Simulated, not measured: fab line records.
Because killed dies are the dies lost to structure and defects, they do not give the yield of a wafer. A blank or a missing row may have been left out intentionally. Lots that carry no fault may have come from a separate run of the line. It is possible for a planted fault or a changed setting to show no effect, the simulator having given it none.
fab line records	flow ritCmos
record lots=13	wafers=37	lastDay=7
route steps=202 shown PWELL@48 NLDD@160 SILICIDE@162 M1@201
lots with no fault: from the same line, run without faults
startH: hours from the record's first day to the start of the lot's first wafer shown	waitH: how many hours have passed since the lot's step before this one	" repeats the value in the row above	L1.1+2: one row covering several wafers at once	- value missing, or start not given	* or withheld: withheld	< > ~ a bound
route shown NAME@n: names a module that has steps shown in the file, with the first one's number in the route	usual: average and standard deviation across the fault-free wafers	same: alike in all rows	chamber/n: place in a boat	sites: each site's reading	_std_site: standard deviation across them	_edge_site: the outer-site mean with the inner-site mean subtracted	radiusMm: how far each site lies from the wafer's centre	mask NAME#n: copy n	behind: the last tool/chamber to shape the wafer	hold: why the lot was held/for how many hours/how that ended	device: the n, p or np transistor that did not switch	end of line: the same wafers' tests at the end of the route	step lacking rows: just its recipe	killed: the dies lost at the first sort to structure and to defects; this is not the yield of the wafer	map: the dies of a wafer, with x for killed, . for not killed, _ for no die there
set.NAME: the setting the step ran with; set.NAME@STEP: the setting that earlier step ran with	model.NAME: the simulator's own value behind a step, which no gauge read
steps of the route over a sample of lots; a table a step, a row a wafer
services: a tool's chamber out of use, with start hour (startH, from the record's first day; less than 0 if before it), hours out, and reason
## steps
# step RIT_PWELL_STRIP_09
# recipe chemistry=O2	timeS=180	resist=NOVOLAK	platenTempC=withheld	powerW=500	pressureMtorr=4000	o2FlowSccm=4000
# usual drypumpMotorCurrentA=5.7/0.31	rfReflPowerW=7.3/1.7
lot.wafer	tool	chamber	startH	waitH	drypumpMotorCurrentA	rfHoursCounterH	rfReflPowerW
L233.3	plasmaAsher-04	1	22.96	0.1	5.5	-	5.2
L233.4	"	0	"	"	5.0	-	6.4
L233.6	"	0	"	"	5.0	-	6.4
L234.2	plasmaAsher-04	1	28.98	0.1	5.5	23	6.4
L234.3	"	0	"	"	5.0	-	6.4
L234.6	"	1	"	"	5.5	-	5.9
L235.1	plasmaAsher-02	0	36.53	0.1	5.7	40	8.1
L235.4	"	1	"	"	5.9	-	5.7
L235.6	"	1	"	"	5.9	-	5.9
L236.2	plasmaAsher-03	0	40.61	0.1	5.7	39	9.9
L236.4	"	1	"	"	6.0	-	6.2
L236.6	"	1	"	"	6.0	-	6.3
L237.4	plasmaAsher-02	1	47.80	0.1	5.9	-	5.6
L237.5	"	0	"	"	5.7	-	7.8
L237.6	"	1	"	"	5.9	-	5.8
L238.2	plasmaAsher-03	1	50.42	0.1	6.1	40	6.3
L238.5	"	1	"	"	6.1	-	6.1
L238.6	"	0	"	"	5.7	-	9.8
L239.1	plasmaAsher-03	1	53.91	0.1	6.1	40	6.0
L239.4	"	0	"	"	5.7	-	9.9
L239.6	"	0	"	"	5.7	-	9.9
L240.3	plasmaAsher-02	0	58.90	0.1	5.7	-	8.1
L240.5	"	0	"	"	5.7	-	8.3
L240.6	"	1	"	"	5.9	-	5.6
L242.1	plasmaAsher-04	1	72.71	0.1	5.5	27	5.7
L242.2	"	0	"	"	5.0	27	6.2
L242.5	"	0	"	"	5.0	-	6.2
L244.1	plasmaAsher-03	1	80.97	0.2	6.1	43	6.0
L244.2	"	0	"	"	5.7	43	9.9
L244.3	"	1	"	"	6.1	-	6.2
L246.2	plasmaAsher-03	1	88.03	0.1	6.1	44	6.0
L253.1	plasmaAsher-02	1	123.94	0.1	5.9	49	5.9
L253.2	"	0	"	"	5.7	49	8.2
L253.3	"	0	"	"	5.7	-	8.0
L256.1	plasmaAsher-03	1	139.97	0.1	6.0	50	6.0
L256.3	"	1	"	"	6.0	-	6.2
L256.6	"	0	"	"	5.7	-	9.8
# step RIT_SDANNEAL_RS_MEAS_07
# recipe thkMeasGauge=four-point-probe
# usual NLDD_RS=152.1/0.54
lot.wafer	tool	chamber	startH	waitH	NLDD_RS[ohm/sq]
L233.3	filmMetro-04	-	55.23	0.1	150.8
L233.4	"	-	"	"	150.9
L233.6	"	-	"	"	151.6
L234.2	filmMetro-03	-	59.45	0.1	152.0
L234.3	"	-	"	"	152.5
L234.6	"	-	"	"	152.1
L235.1	filmMetro-03	-	66.12	0.1	152.3
L235.4	"	-	"	"	152.6
L235.6	"	-	"	"	152.3
L236.2	filmMetro-04	-	73.86	0.1	152.1
L236.4	"	-	"	"	151.4
L236.6	"	-	"	"	152.1
L238.2	filmMetro-04	-	82.02	0.1	152.7
L238.5	"	-	"	"	151.8
L238.6	"	-	"	"	152.2
L237.4	filmMetro-04	-	83.52	0.1	152.5
L237.5	"	-	"	"	151.8
L237.6	"	-	"	"	152.7
L239.1	filmMetro-03	-	85.24	0.1	152.4
L239.4	"	-	"	"	152.1
L239.6	"	-	"	"	152.7
L240.3	filmMetro-03	-	92.08	0.1	151.8
L240.5	"	-	"	"	152.3
L240.6	"	-	"	"	151.9
L242.1	filmMetro-02	-	103.61	0.1	151.3
L242.2	"	-	"	"	151.4
L242.5	"	-	"	"	151.6
L244.1	filmMetro-03	-	110.49	0.1	152.5
L244.2	"	-	"	"	152.7
L244.3	"	-	"	"	152.6
L246.2	filmMetro-04	-	117.21	0.1	151.7
L253.1	filmMetro-03	-	155.23	0.1	152.4
L253.2	"	-	"	"	151.6
L253.3	"	-	"	"	151.9
L256.1	filmMetro-04	-	168.08	0.1	152.3
L256.3	"	-	"	"	152.6
L256.6	"	-	"	"	151.7
# step RIT_SILICIDE_SPUTTER_01
# recipe material=Ti	targetThkNm=30	powerW=350	chamberPressurePa=0.667	gas=Ar	timeS=240	substrateTempC=25
# usual throttleValvePct=29.8/1.1
lot.wafer	tool	chamber	startH	waitH	throttleValvePct
L233.3	pvdSputter-03	-	55.32	0.0	31.4
L233.4	"	-	"	"	29.3
L233.6	"	-	"	"	30.7
L234.2	pvdSputter-01	-	59.56	0.0	29.6
L234.3	"	-	"	"	29.4
L234.6	"	-	"	"	29.1
L235.1	pvdSputter-03	-	66.25	0.0	28.3
L235.4	"	-	"	"	30.5
L235.6	"	-	"	"	29.4
L236.2	pvdSputter-01	-	73.97	0.0	29.7
L236.4	"	-	"	"	32.2
L236.6	"	-	"	"	31.9
L238.2	pvdSputter-03	-	82.14	0.0	27.7
L238.5	"	-	"	"	31.3
L238.6	"	-	"	"	30.8
L237.4	pvdSputter-04	-	83.59	0.0	28.7
L237.5	"	-	"	"	30.4
L237.6	"	-	"	"	30.2
L239.1	pvdSputter-01	-	85.37	0.0	29.4
L239.4	"	-	"	"	29.7
L239.6	"	-	"	"	29.0
L240.3	pvdSputter-01	-	92.17	0.0	29.1
L240.5	"	-	"	"	29.1
L240.6	"	-	"	"	29.6
L242.1	pvdSputter-01	-	103.74	0.0	29.6
L242.2	"	-	"	"	32.1
L242.5	"	-	"	"	32.1
L244.1	pvdSputter-01	-	110.62	0.0	29.3
L244.2	"	-	"	"	32.0
L244.3	"	-	"	"	29.5
L246.2	pvdSputter-01	-	117.33	0.0	32.1
L253.1	pvdSputter-04	-	155.37	0.0	30.5
L253.2	"	-	"	"	29.1
L253.3	"	-	"	"	30.3
L256.1	pvdSputter-04	-	168.22	0.0	30.3
L256.3	"	-	"	"	30.3
L256.6	"	-	"	"	28.9
# step RIT_SILICIDE_RS_MEAS_02
# recipe thkMeasGauge=four-point-probe	reads=Ti_of_SILICIDE_SPUTTER_01
# usual SILICIDE_TI_RS=47.6/0.66
lot.wafer	tool	chamber	startH	waitH	hold	SILICIDE_TI_RS[ohm/sq]
L233.3	filmMetro-03	-	55.51	0.1	-	47.4
L233.4	"	-	"	"	-	47.4
L233.6	"	-	"	"	-	47.1
L234.2	filmMetro-03	-	59.73	0.1	-	48.1
L234.3	"	-	"	"	-	47.3
L234.6	"	-	"	"	-	47.7
L235.1	filmMetro-01	-	66.40	0.1	-	47.6
L235.4	"	-	"	"	-	47.5
L235.6	"	-	"	"	-	47.7
L236.2	filmMetro-03	-	74.14	0.1	-	47.5
L236.4	"	-	"	"	-	47.0
L236.6	"	-	"	"	-	47.5
L238.2	filmMetro-01	-	82.31	0.1	-	47.9
L238.5	"	-	"	"	-	48.1
L238.6	"	-	"	"	-	48.1
L237.4	filmMetro-01	-	83.80	0.1	-	47.5
L237.5	"	-	"	"	-	47.7
L237.6	"	-	"	"	-	47.6
L239.1	filmMetro-01	-	85.52	0.1	-	48.6
L239.4	"	-	"	"	-	48.6
L239.6	"	-	"	"	-	48.2
L240.3	filmMetro-01	-	92.36	0.1	-	47.5
L240.5	"	-	"	"	-	48.1
L240.6	"	-	"	"	-	47.5
L242.1	filmMetro-01	-	103.89	0.1	-	47.6
L242.2	"	-	"	"	-	46.9
L242.5	"	-	"	"	-	46.6
L244.1	filmMetro-01	-	110.77	0.1	-	48.3
L244.2	"	-	"	"	-	47.3
L244.3	"	-	"	"	-	47.5
L246.2	filmMetro-02	-	117.50	0.1	awaitDispo/0.2h/release	82.7
L246.2	filmMetro-02	-	117.78	0.3	-	83.8
L253.1	filmMetro-02	-	155.52	0.1	-	46.7
L253.2	"	-	"	"	-	47.2
L253.3	"	-	"	"	-	47.5
L256.1	filmMetro-03	-	168.37	0.1	-	46.9
L256.3	"	-	"	"	-	46.3
L256.6	"	-	"	"	-	46.9
# step RIT_SILICIDE_THK_MEAS_03
# recipe thkMeasGauge=xrf	reads=Ti_of_SILICIDE_SPUTTER_01
# usual SILICIDE_TI_THK=30.2/0.35
lot.wafer	tool	chamber	startH	waitH	hold	SILICIDE_TI_THK[nm]
L233.3	filmMetro-03	-	55.61	0.1	-	30.3
L233.4	"	-	"	"	-	30.5
L233.6	"	-	"	"	-	30.5
L234.2	filmMetro-03	-	59.84	0.1	-	30.0
L234.3	"	-	"	"	-	30.4
L234.6	"	-	"	"	-	30.2
L235.1	filmMetro-01	-	66.52	0.1	-	30.2
L235.4	"	-	"	"	-	30.0
L235.6	"	-	"	"	-	30.1
L236.2	filmMetro-03	-	74.25	0.1	-	30.0
L236.4	"	-	"	"	-	30.4
L236.6	"	-	"	"	-	30.2
L238.2	filmMetro-01	-	82.42	0.1	-	30.1
L238.5	"	-	"	"	-	30.0
L238.6	"	-	"	"	-	30.0
L237.4	filmMetro-01	-	83.89	0.1	-	30.4
L237.5	"	-	"	"	-	30.3
L237.6	"	-	"	"	-	30.3
L239.1	filmMetro-01	-	85.64	0.1	-	29.8
L239.4	"	-	"	"	-	30.0
L239.6	"	-	"	"	-	30.0
L240.3	filmMetro-01	-	92.46	0.1	-	30.3
L240.5	"	-	"	"	-	30.0
L240.6	"	-	"	"	-	30.4
L242.1	filmMetro-01	-	104.01	0.1	-	30.1
L242.2	"	-	"	"	-	30.6
L242.5	"	-	"	"	-	30.7
L244.1	filmMetro-01	-	110.89	0.1	-	29.9
L244.2	"	-	"	"	-	30.3
L244.3	"	-	"	"	-	30.3
L246.2	filmMetro-02	-	119.84	2.0	awaitDispo/0.2h/release	19.7
L246.2	filmMetro-02	-	120.13	0.3	-	19.6
L253.1	filmMetro-02	-	155.64	0.1	-	30.7
L253.2	"	-	"	"	-	30.3
L253.3	"	-	"	"	-	30.3
L256.1	filmMetro-03	-	168.49	0.1	-	30.8
L256.3	"	-	"	"	-	31.0
L256.6	"	-	"	"	-	30.6
# step RIT_M1_BOW_MEAS_16
# recipe mode=bow
# usual M1_BOW=17/7.6
lot.wafer	tool	chamber	startH	waitH	M1_BOW[um]
L233.3	filmMetro-04	-	62.22	0.0	11
L233.4	"	-	"	"	22
L233.6	"	-	"	"	14
L234.2	filmMetro-04	-	66.39	0.0	10
L234.3	"	-	"	"	18
L234.6	"	-	"	"	13
L235.1	filmMetro-02	-	73.30	0.0	20
L235.4	"	-	"	"	13
L235.6	"	-	"	"	16
L236.2	filmMetro-02	-	80.66	0.0	22
L236.4	"	-	"	"	12
L236.6	"	-	"	"	11
L238.2	filmMetro-03	-	88.93	0.0	20
L238.5	"	-	"	"	27
L238.6	"	-	"	"	19
L237.4	filmMetro-04	-	90.47	0.1	5
L237.5	"	-	"	"	25
L237.6	"	-	"	"	15
L239.1	filmMetro-02	-	92.17	0.0	24
L239.4	"	-	"	"	19
L239.6	"	-	"	"	11
L240.3	filmMetro-04	-	98.97	0.0	33
L240.5	"	-	"	"	15
L240.6	"	-	"	"	21
L242.1	filmMetro-04	-	110.52	0.0	19
L242.2	"	-	"	"	17
L242.5	"	-	"	"	6
L244.1	filmMetro-03	-	117.40	0.0	16
L244.2	"	-	"	"	13
L244.3	"	-	"	"	11
L246.2	filmMetro-03	-	129.80	0.0	14
L253.1	filmMetro-04	-	162.20	0.0	23
L253.2	"	-	"	"	7
L253.3	"	-	"	"	21
L256.1	filmMetro-04	-	175.25	0.0	21
L256.3	"	-	"	"	20
L256.6	"	-	"	"	14
# step RIT_M1_PROBE_99
# usual killedAtContacts=0.1/0.31	killedAtFrontEnd=8/3.1	killedDies=8/3.2	killedOpen=3.9/2.2	killedShort=3.8/2.1
# same grossDies=264	killed_at_M0_to_M3=0	killed_at_M4_up=0	killedAtBackSide=0	killedAtOther=0
lot.wafer	tool	chamber	startH	waitH	killedAtContacts	killedAtFrontEnd	killedDies	killedOpen	killedShort
L233.3	prober-02	-	62.40	0.2	0	12	12	5	7
L233.4	prober-02	-	62.45	0.2	0	12	12	5	7
L233.6	prober-02	-	62.55	0.2	0	8	8	6	2
L234.2	prober-01	-	66.54	0.1	0	4	4	4	0
L234.3	prober-01	-	66.59	0.2	0	2	2	0	2
L234.6	prober-01	-	66.74	0.2	0	7	7	3	4
L238.2	prober-02	-	89.08	0.1	1	10	11	6	5
L238.5	prober-02	-	89.23	0.2	0	5	5	4	1
L238.6	prober-02	-	89.28	0.2	0	4	4	2	2
L246.2	prober-01	-	129.95	0.1	0	13	13	5	8
# killed by level:class
L233.3 GATE:geometricParticle:short=3 SILICIDE:geometricParticle:open=2 FOX1:geometricParticle:open=1 FOX2:geometricParticle:short=1 GATE:geometricParticle:open=1 REOX:geometricParticle:open=1 REOX:geometricParticle:short=1 SPACER:geometricParticle:short=1
L233.4 GATE:geometricParticle:open=3 GATE:geometricParticle:short=2 FOX1:geometricParticle:short=1 FOX2:geometricParticle:short=1 REOX:geometricParticle:short=1 SPACER:geometricParticle:short=1 SPACER:geometricParticle:open=1 SILICIDE:geometricParticle:open=1
L233.6 FOX2:geometricParticle:short=2 FOX2:geometricParticle:open=2 GATE:geometricParticle:open=2 REOX:geometricParticle:open=2
L234.2 SILICIDE:geometricParticle:open=2 FOX1:geometricParticle:open=1 SPACER:geometricParticle:open=1
L234.3 SPACER:geometricParticle:short=2
L234.6 FOX1:geometricParticle:short=1 FOX1:geometricParticle:open=1 GATE:geometricParticle:open=1 GATE:geometricParticle:short=1 REOX:geometricParticle:short=1 REOX:geometricParticle:open=1 SILICIDE:geometricParticle:short=1
L238.2 SPACER:geometricParticle:open=3 GATE:geometricParticle:short=2 SPACER:geometricParticle:short=2 FOX2:geometricParticle:open=1 SILICIDE:geometricParticle:short=1 SILICIDE:geometricParticle:open=1 CONTACT:geometricParticle:open=1
L238.5 SILICIDE:geometricParticle:open=2 REOX:geometricParticle:open=1 SPACER:geometricParticle:open=1 SILICIDE:geometricParticle:short=1
L238.6 FOX2:geometricParticle:short=1 GATE:geometricParticle:open=1 GATE:geometricParticle:short=1 SPACER:geometricParticle:open=1
L246.2 GATE:geometricParticle:short=5 GATE:geometricParticle:open=3 FOX1:geometricParticle:short=2 ACTIVE:geometricParticle:open=1 SPACER:geometricParticle:open=1 SILICIDE:geometricParticle:short=1
## services
tool	chamber	startH	hours	kind
plasmaAsher-02	-	72.75	2.8	pm
plasmaAsher-04	-	132.08	5.2	repair
pvdSputter-04	-	159.96	7.0	repair
## key
firstSign step=RIT_SILICIDE_RS_MEAS_02	reading=visit	direction=added
effect step=RIT_SILICIDE_RS_MEAS_02	reading=SILICIDE_TI_RS	direction=up	sigmas=53	usual=47.6	struck=82.7
effect step=RIT_SILICIDE_THK_MEAS_03	reading=visit	direction=added
effect step=RIT_SILICIDE_THK_MEAS_03	reading=SILICIDE_TI_THK	direction=down	sigmas=30	usual=30.2	struck=19.7
metAt RIT_SILICIDE_SPUTTER_01
struckLots L246
struckWafers L246.2
testerLeftOut L246
notActingAt RIT_PWELL_STRIP_09,RIT_SDANNEAL_RS_MEAS_07,RIT_M1_BOW_MEAS_16
onsetBetween 110.62 117.33
fault kind=processParameterDrift	tool=pvdSputter-01	chamber=-	onsetH=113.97	steps=RIT_SILICIDE_SPUTTER_01	channel=targetThkNm	offset=-11.062	shape=step	endH=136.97	stated=30	scope=struckWafersOnly
# testerLeftOut: of these lots the tester's yield and bins aren't shown, on N5 and GAA mostly nor the transistor test; their killed dies are dies lost to structure and defects alone, not to doping, threshold or leakage, so they don't give the yield
